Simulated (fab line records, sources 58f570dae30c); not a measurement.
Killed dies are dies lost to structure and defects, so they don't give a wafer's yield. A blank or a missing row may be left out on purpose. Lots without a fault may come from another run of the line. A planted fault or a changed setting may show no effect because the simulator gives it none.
fab line records | flow berkeley_cmos170 | part 2 of 2: steps 28 to 38 of 38
record lots=5 wafers=15 last_day=14
route steps=331 shown NSD@192 BACKSIDE@199 SDANNEAL@204 PSD@206 PLDD@208 NLDD@209 SILICIDE@210 CONTACT@216
lots that met no fault: from a run of the same line without faults
start_h: hours from the record's first day to the start of the lot's first wafer shown | wait_h: hours since the lot's step before | " the same as in the row above | L1.1+2: a row that stands for several wafers | - no value, or no start given | * or withheld: withheld | < > ~ a bound
route shown NAME@n: a module of which the file shows steps, and the number in the route of the first | usual: mean/standard deviation of fault-free wafers | same: alike in all rows | chamber/n: place in a boat | sites: the reading at each site | _std_site: their standard deviation | _edge_site: outer sites' mean less inner sites' | radius_mm: how far each site lies from the wafer's centre | mask NAME#n: copy n | behind: the tool/chamber that last shaped the wafer | hold: why the lot was held/for how many hours/how that ended | device: the transistor (n, p or np) that didn't switch | end of line: the same wafers' tests at the end of the route | a step without rows: its recipe alone | killed: dies lost to structure and defects at the first sort, not the wafer's yield | map: a wafer's dies, x killed, . not, _ none there
set.NAME: the setting as run; set.NAME@STEP: as run at that earlier step | model.NAME: the simulator's own value behind a step, which no gauge read
lots at some steps of the route; a table a step, a row a wafer
services: from which hour (start_h, from the record's first day; less than 0 if before it) a tool's chamber was out of use, for how many hours, and why
## steps
# step UCB170_CONTACT_HMDS_03
# recipe prime_time_s=60 prime_temp_c=100
# columns lot.wafer tool chamber start_h wait_h
L075.1+5+6 litho_track-04 0 193.52 0.6
L076.3+5+6 litho_track-04 0 216.45 0.1
L085.3+4+5 litho_track-04 0 276.87 0.5
L093.2+3+6 litho_track-02 0 307.41 0.1
L094.4+5+6 litho_track-03 0 320.61 0.1
# step UCB170_CONTACT_COAT_04
# recipe resist=KrF spin_rpm=1500 resist_thk_nm=900
# columns lot.wafer tool chamber start_h wait_h
L075.1+5+6 litho_track-04 0 193.67 0.1
L076.3+5+6 litho_track-04 0 216.60 0.1
L085.3+4+5 litho_track-04 0 277.02 0.1
L093.2+3+6 litho_track-02 0 307.56 0.1
L094.4+5+6 litho_track-03 0 320.76 0.1
# step UCB170_CONTACT_SOFTBAKE_05
# recipe resist=KrF temp_c=130 time_s=60
# usual plate_temp_C=129.99/0.15
# columns lot.wafer tool chamber start_h wait_h plate_temp_C
L075.1 litho_track-04 0 193.82 0.1 129.93
L075.5 " 0 " " 129.82
L075.6 " 0 " " 129.88
L076.3 litho_track-04 0 216.75 0.1 129.91
L076.5 " 0 " " 129.98
L076.6 " 0 " " 129.85
L085.3 litho_track-04 0 277.17 0.1 130.05
L085.4 " 0 " " 129.96
L085.5 " 0 " " 130.18
L093.2 litho_track-02 0 307.71 0.1 130.20
L093.3 " 0 " " 130.05
L093.6 " 0 " " 130.29
L094.4 litho_track-03 0 320.91 0.1 129.88
L094.5 " 0 " " 129.74
L094.6 " 0 " " 129.68
# step UCB170_CONTACT_STRIP_06
# recipe chemistry=O2 power_w=400 pressure_mtorr=3500 platen_temp_c=withheld o2_flow_sccm=400 overash_fraction=0.5
# usual chamber_pressure_mTorr=3500/3.2 drypump_motor_current_A=5.7/0.38 o2_flow_sccm=399.8/1.2 oes_product_au=0.735/0.004 strip_time_to_endpoint_s=21.96/0.055
# columns lot.wafer tool chamber start_h wait_h chamber_pressure_mTorr drypump_motor_current_A o2_flow_sccm oes_product_au rf_hours_counter_h strip_time_to_endpoint_s
L075.1 plasma_asher-04 0 193.97 0.1 3504 5.4 399.0 0.732 47 21.97
L075.5 " 1 " " 3497 5.5 398.3 0.732 - 22.00
L075.6 " 0 " " 3494 5.4 400.0 0.735 - 21.94
L076.3 plasma_asher-04 1 216.88 0.1 3496 5.5 401.0 0.739 - 21.95
L076.5 " 0 " " 3498 5.4 400.1 0.735 - 21.96
L076.6 " 1 " " 3497 5.4 398.8 0.744 - 21.94
L085.3 plasma_asher-04 1 277.30 0.1 3501 5.5 401.1 0.735 - 21.94
L085.4 " 0 " " 3496 5.4 399.8 0.739 - 21.99
L085.5 " 0 " " 3503 5.4 402.0 0.730 - 22.00
L093.2 plasma_asher-04 0 307.83 0.1 3503 5.5 400.3 0.738 62 21.87
L093.3 " 0 " " 3500 5.4 401.4 0.724 - 21.86
L093.6 " 0 " " 3500 5.4 399.5 0.732 - 21.87
L094.4 plasma_asher-04 0 321.02 0.1 3504 5.4 400.8 0.735 - 22.03
L094.5 " 0 " " 3496 5.4 400.8 0.733 - 21.98
L094.6 " 1 " " 3502 5.5 399.9 0.730 - 22.03
# step UCB170_CONTACT_CLEAN_07
# recipe chemistry=SPM temp_c=120 time_s=600
# columns lot.wafer tool chamber start_h wait_h
L075.1+5+6 wet_bench-02 0 194.07 0.1
L076.3+5+6 wet_bench-04 1 216.95 0.0
L085.3+4+5 wet_bench-02 1 277.50 0.2
L093.2+3+6 wet_bench-02 2 307.93 0.1
L094.4+5+6 wet_bench-04 1 321.09 0.0
# step UCB170_CONTACT_RTA_08
# recipe temp_c=900 time_s=10 ambient=N2
# usual lamp_power_pct=23.7/1.1 wafer_temp_C_max=905.0/1.3
# columns lot.wafer tool chamber start_h wait_h lamp_power_pct wafer_temp_C_max
L075.1 rtp_anneal-02 0 194.25 0.0 22.6 904.1
L075.5 " 0 " " 22.6 904.9
L075.6 " 0 " " 22.6 904.0
L076.3 rtp_anneal-02 0 217.16 0.0 22.6 905.3
L076.5 " 0 " " 22.6 905.3
L076.6 " 0 " " 22.6 904.0
L085.3 rtp_anneal-02 0 277.70 0.0 22.6 904.0
L085.4 " 0 " " 22.6 903.9
L085.5 " 0 " " 22.6 903.3
L093.2 rtp_anneal-01 0 308.12 0.0 24.9 905.6
L093.3 " 0 " " 24.9 905.9
L093.6 " 0 " " 24.9 905.9
L094.4 rtp_anneal-01 0 321.32 0.0 24.9 906.1
L094.5 " 0 " " 24.9 907.5
L094.6 " 0 " " 24.9 907.0
# step UCB170_CONTACT_COAT_09
# recipe resist=BARC temp_c=withheld time_s=withheld spin_rpm=3000 resist_thk_nm=withheld
# columns lot.wafer tool chamber start_h wait_h
L075.1+5+6 litho_track-03 0 194.47 0.2
L076.3+5+6 litho_track-03 0 217.26 0.1
L085.3+4+5 litho_track-03 0 277.83 0.1
L093.2+3+6 litho_track-02 0 308.20 0.1
L094.4+5+6 litho_track-02 0 321.69 0.4
# step UCB170_CONTACT_COAT_10
# recipe resist=KrF spin_rpm=1500 resist_thk_nm=900
# columns lot.wafer tool chamber start_h wait_h
L075.1+5+6 litho_track-03 0 - -
L076.3+5+6 litho_track-03 0 - -
L085.3+4+5 litho_track-03 0 - -
L093.2+3+6 litho_track-02 0 - -
L094.4+5+6 litho_track-02 0 - -
# step UCB170_CONTACT_SOFTBAKE_11
# recipe resist=KrF temp_c=130 time_s=60
# usual plate_temp_C=130.00/0.15
# columns lot.wafer tool chamber start_h wait_h plate_temp_C
L075.1 litho_track-03 0 - - 130.03
L075.5 " 0 " " 130.18
L075.6 " 0 " " 130.06
L076.3 litho_track-03 0 - - 129.88
L076.5 " 0 " " 129.92
L076.6 " 0 " " 129.94
L085.3 litho_track-03 0 - - 129.97
L085.4 " 0 " " 129.87
L085.5 " 0 " " 130.00
L093.2 litho_track-02 0 - - 129.94
L093.3 " 0 " " 130.32
L093.6 " 0 " " 130.11
L094.4 litho_track-02 0 - - 129.88
L094.5 " 0 " " 130.08
L094.6 " 0 " " 129.77
# step UCB170_CONTACT_EXPOSE_12
# recipe mask_id=CONT target_cd_nm=700 na=0.5 sigma_outer=0.6 source_shape=conventional dose_mj=35
# usual stage_vel_mm_s=500.05/0.24
# columns lot.wafer tool chamber start_h wait_h mask stage_vel_mm_s
L075.1 krf_scanner-01 0 195.05 - CONT#0 499.92
L075.5 " 0 " " CONT#0 499.64
L075.6 " 0 " " CONT#0 499.75
L076.3 krf_scanner-01 0 217.94 - CONT#0 499.79
L076.5 " 0 " " CONT#0 499.77
L076.6 " 0 " " CONT#0 499.73
L085.3 krf_scanner-02 0 278.47 - CONT#0 499.66
L085.4 " 0 " " CONT#0 499.90
L085.5 " 0 " " CONT#0 500.03
L093.2 krf_scanner-01 0 308.64 - CONT#0 499.94
L093.3 " 0 " " CONT#0 500.05
L093.6 " 0 " " CONT#0 499.99
L094.4 krf_scanner-02 0 322.13 - CONT#0 499.85
L094.5 " 0 " " CONT#0 500.01
L094.6 " 0 " " CONT#0 500.12
# step UCB170_CONTACT_PEB_13
# recipe peb_temp_c=130 peb_time_s=withheld resist=KrF
# usual plate_temp_C=130.02/0.14
# columns lot.wafer tool chamber start_h wait_h plate_temp_C
L075.1 litho_track-02 0 195.16 0.1 130.09
L075.5 " 0 " " 130.23
L075.6 " 0 " " 130.22
L076.3 litho_track-04 0 218.07 0.1 129.83
L076.5 " 0 " " 130.10
L076.6 " 0 " " 129.86
L085.3 litho_track-04 0 278.63 0.1 129.84
L085.4 " 0 " " 129.93
L085.5 " 0 " " 129.84
L093.2 litho_track-02 0 308.76 0.1 130.06
L093.3 " 0 " " 129.80
L093.6 " 0 " " 129.98
L094.4 litho_track-02 0 322.59 0.4 130.17
L094.5 " 0 " " 130.11
L094.6 " 0 " " 130.12
## services
# columns tool chamber start_h hours kind
krf_scanner-02 - 177.54 1.3 repair
krf_scanner-01 - 178.79 0.8 pm
krf_scanner-01 - 179.25 0.5 repair
krf_scanner-02 - 181.42 1.0 pm
krf_scanner-02 - 183.71 1.3 pm
plasma_asher-01 - 193.64 109.0 repair
wet_bench-01 - 197.07 4.4 pm
krf_scanner-02 - 209.82 4.0 pm
krf_scanner-02 - 217.68 0.1 repair
krf_scanner-02 - 229.65 0.8 pm
plasma_asher-02 - 231.04 4.2 repair
krf_scanner-01 - 231.31 4.4 pm
wet_bench-03 - 233.16 1.4 repair
wet_bench-01 - 235.50 36.9 pm
pvd_sputter-02 - 249.91 5.8 repair
implanter-01 - 250.02 0.6 repair
pvd_sputter-02 - 256.41 6.7 repair
lpcvd-02 - 256.93 0.7 repair
lpcvd-01 - 270.33 0.7 repair
pvd_sputter-02 - 280.51 3.5 repair
krf_scanner-01 - 291.32 1.3 pm
krf_scanner-01 - 307.43 1.0 pm
wet_bench-03 - 313.20 3.0 repair
plasma_asher-01 - 317.60 14.6 pm
